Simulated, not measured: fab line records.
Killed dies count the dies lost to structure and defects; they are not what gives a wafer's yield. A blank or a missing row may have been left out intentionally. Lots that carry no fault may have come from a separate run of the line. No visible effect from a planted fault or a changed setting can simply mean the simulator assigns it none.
Split-lot experiment ; flow rit-cmos ; 5 lots, 27 wafers read, on a route of 202 steps

ON THE SPLIT
At RIT_SDANNEAL_RTA_03 (time 5 s), the setting time-s was moved away from the recipe's 5 s on 12 of the 27 wafers read, by -17.9% to +50.2%. All remaining wafers had this setting at the recipe value.

FROM THE SPLIT TO THE READING: what the file shows between them, 2 steps
- RIT_SDANNEAL_RS_MEAS_04: measures by four-point-probe
- RIT_SDANNEAL_RS_MEAS_05: measures by four-point-probe

THE READING
Measured at RIT_SDANNEAL_RS_MEAS_06 by four-point probe: PLDD_RS, in ohm/sq. Fault-free wafers of this fab line usually give 179.9 ohm/sq, standard deviation 0.71 ohm/sq.

wafer;tool, chamber at the split;time-s as run, s;against the recipe;PLDD_RS, ohm/sq;against lot-mates on the recipe
L076.1;rtp-anneal-02, 0;4.105;-17.9%;183.2;+2.9
L076.2;rtp-anneal-02, 0;5;recipe;180.7;-
L076.3;rtp-anneal-02, 0;4.105;-17.9%;182.9;+2.6
L076.4;rtp-anneal-02, 0;4.105;-17.9%;183.7;+3.4
L076.5;rtp-anneal-02, 0;5;recipe;179.7;-
L076.6;rtp-anneal-02, 0;5;recipe;180.4;-
L079.1;rtp-anneal-01, 0;7.511;+50.2%;172.4;-6.3
L079.2;rtp-anneal-01, 0;7.511;+50.2%;172.9;-5.8
L079.3;rtp-anneal-01, 0;7.511;+50.2%;172.5;-6.2
L079.4;rtp-anneal-01, 0;5;recipe;179.0;-
L079.5;rtp-anneal-01, 0;5;recipe;178.4;-
L079.6;rtp-anneal-01, 0;5;recipe;178.7;-
L080.1;rtp-anneal-02, 0;5;recipe;179.5;-
L080.2;rtp-anneal-02, 0;6.713;+34.3%;174.7;-4.6
L080.3;rtp-anneal-02, 0;5;recipe;178.8;-
L080.4;rtp-anneal-02, 0;5;recipe;179.6;-
L080.5;rtp-anneal-02, 0;6.713;+34.3%;174.9;-4.4
L080.6;rtp-anneal-02, 0;6.713;+34.3%;174.9;-4.4
L081.1;rtp-anneal-01, 0;4.128;-17.4%;182.0;+2.8
L081.2;rtp-anneal-01, 0;5;recipe;178.9;-
L081.3;rtp-anneal-01, 0;4.128;-17.4%;182.2;+3.0
L081.4;rtp-anneal-01, 0;5;recipe;179.3;-
L081.5;rtp-anneal-01, 0;4.128;-17.4%;182.1;+2.9
L081.6;rtp-anneal-01, 0;5;recipe;179.3;-
L082.1;rtp-anneal-02, 0;5;recipe;179.8;-
L082.2;rtp-anneal-02, 0;5;recipe;179.1;-
L082.6;rtp-anneal-02, 0;5;recipe;179.2;-

THE FIT
A straight line over all 27 wafers: PLDD_RS changes by -0.145 ohm/sq for each +1% of time-s; r = -0.98; the points scatter about the line by 0.65 ohm/sq.
The same after taking each lot's own level away (the mean of its wafers on the recipe; 27 wafers): -0.133 ohm/sq for each +1%; r = -0.99; scatter 0.4 ohm/sq.
The reading moves by 6.7 ohm/sq for the largest change in time-s, on that fit.
The lots' own levels span 178.70 to 180.27 ohm/sq, that is 2.2 times the standard deviation above.
Hence the lot-to-lot level has little effect on the slope; both slopes agree.
Check: with one of the wafers moved furthest among these (+50.2%) left out of the fit, the line predicts -6.51 ohm/sq for it against its lot-mates. Against them it came out at -6.3 ohm/sq.

OTHER SPLITS ON THESE WAFERS
Before the reading, these wafers also passed through other splits. Each is held against what the fit with the lots' levels taken away leaves over:
other split on the same wafers;wafers away from the commonest value;r with PLDD_RS (lot level and that fit taken away)
RIT_ACTIVE_ETCH_13 target-depth-a;12;-0.08
RIT_SPACER_CVD_03 time-s;18;+0.01

THE WHOLE CHAIN: every reading that the file lists as answering this split, in the file's order
step;what it does;reading;change (the file's fit);r (the file's)
RIT_SDANNEAL_RS_MEAS_04;measures by four-point-probe;PSD_RS;-0.128 for each +1% of the setting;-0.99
RIT_SDANNEAL_RS_MEAS_05;measures by four-point-probe;NSD_RS;-0.021 for each +1% of the setting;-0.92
RIT_SDANNEAL_RS_MEAS_06;measures by four-point-probe;PLDD_RS;-0.131 for each +1% of the setting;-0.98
RIT_M1_PROBE_99;;etest.pmos-turned.r-on-ohm-um (the simulator's own value, which no gauge read);-7.51 for each +1% of the setting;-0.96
RIT_M1_PROBE_99;;etest.pmos_0p15.r-on-ohm-um (the simulator's own value, which no gauge read);-5.41 for each +1% of the setting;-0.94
RIT_M1_PROBE_99;;etest.pmos_0p3.r-on-ohm-um (the simulator's own value, which no gauge read);-7.76 for each +1% of the setting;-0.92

FILE'S OWN FIT
PLDD_RS changes by -0.131 ohm/sq for each +1% of time-s, r = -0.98.
